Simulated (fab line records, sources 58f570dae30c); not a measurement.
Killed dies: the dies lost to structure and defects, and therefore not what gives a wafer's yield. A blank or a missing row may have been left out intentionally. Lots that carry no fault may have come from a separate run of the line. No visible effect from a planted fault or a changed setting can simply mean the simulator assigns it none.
Struck lot and sound lot, side by side || flow berkeleyCmos170 || 14 steps out of a route of 331
Sound: wafers L109.1, L109.4, L109.5. Wafers struck: L999.3, L999.4, L999.6. The cause is given at the end.
At each step with rows: each side's tool, then ch and its chambers, then its first start. Under that, the readings that differ: sound wafers || struck wafers || difference of the means || sigmas: that difference in standard deviations of wafers without a fault.
alike: words and numbers the same on both sides, and readings whose means are apart by under 2 such deviations; not compared: readings that were withheld, readings missing a value for some wafer, numbers with overlapping values and no deviation given by the record, and bounds like >300 which may hide the same value.
A row with sigmas, a row that says differs or no value, or rows on one side alone: a step with any of these is where the two part. Non-overlapping numbers with no deviation appear without sigmas and do not part them. A reading missing from all wafers of one side parts the sides only when that side holds two or more wafers.

UCB170_GATE_CD_MEAS_12: target cd 350 nm.
  struck on cdSem-01, day 9 19:19; sound on cdSem-02, day 11 11:23
  alike: cdNm
UCB170_GATE_OVL_MEAS_13:
  struck on overlay-02, day 9 19:24; sound on overlay-01, day 11 11:30
  alike: GATE_OVL
UCB170_GATE_ETCH_14: etches BARC in N2/H2.
  sound on rieDiel-02 ch 1,2, day 11 11:32; struck on rieDiel-04 ch 1,2, day 9 19:26
  alike: drypumpMotorCurrentA, oesProductAu, throttleValvePct
UCB170_GATE_ETCH_15: etches poly-Si in HBr/Cl2, stops on SiO2, time 56.3 s, target depth 278.2 nm.
  sound on rieSi-01 ch 1,2,3, day 11 11:35; struck on rieSi-02 ch 1,3, day 9 19:28
  alike: drypumpMotorCurrentA, oesProductAu, throttleValvePct
  not compared: rfHoursCounterH
UCB170_GATE_STRIP_16: strips in O2.
  sound on plasmaAsher-02 ch 0,1, day 11 11:37; struck on plasmaAsher-03 ch 0,1, day 9 19:33
  alike: drypumpMotorCurrentA, oesProductAu
  not compared: rfHoursCounterH
UCB170_GATE_CD_MEAS_90: target cd 350 nm.
  struck on cdSem-01, day 9 19:40; sound on cdSem-01, day 11 11:43
  alike: cdNm
then, 6 steps without rows for these wafers: UCB170_GATE_CLEAN_17 (cleans in SPM, time 600 s); UCB170_PLDD_HMDS_00 (prime time 60 s); UCB170_PLDD_COAT_01 (resist thk 900 nm); UCB170_PLDD_SOFTBAKE_02 (time 60 s); UCB170_PLDD_EXPOSE_03 (exposes mask PSELECT, target cd 1200 nm); UCB170_PLDD_PEB_04.
UCB170_PLDD_DEVELOP_05: develop time 45 s.
  sound on lithoTrack-03 ch 0, day 11 12:00; struck on lithoTrack-04, day 9 21:00
  no value came back on the struck wafers for chillPlateTempC (C), developTimeS (s); on the sound wafers chillPlateTempC (C) reads 23.10 23.04 22.90
{"reading": "model.KrF_of_PLDD_COAT_01.thkNm (nm)", "sound": "886.1 886.7 884.7", "struck": "897.6 899.8 899.4", "difference": "+13.1", "sigmas": ""}
UCB170_PLDD_CD_MEAS_06: target cd 1200 nm.
  struck on cdSem-02, day 9 21:26; sound on cdSem-01, day 11 12:59
{"reading": "cdNm (nm)", "sound": "1199.2 1198.7 1199.2", "struck": "- - -", "difference": "no value on the struck wafers", "sigmas": ""}

== WHERE THEY PART ==
Earliest at UCB170_PLDD_DEVELOP_05; latest, in this record, at UCB170_PLDD_CD_MEAS_06.

WHY: what had been put in by the simulator
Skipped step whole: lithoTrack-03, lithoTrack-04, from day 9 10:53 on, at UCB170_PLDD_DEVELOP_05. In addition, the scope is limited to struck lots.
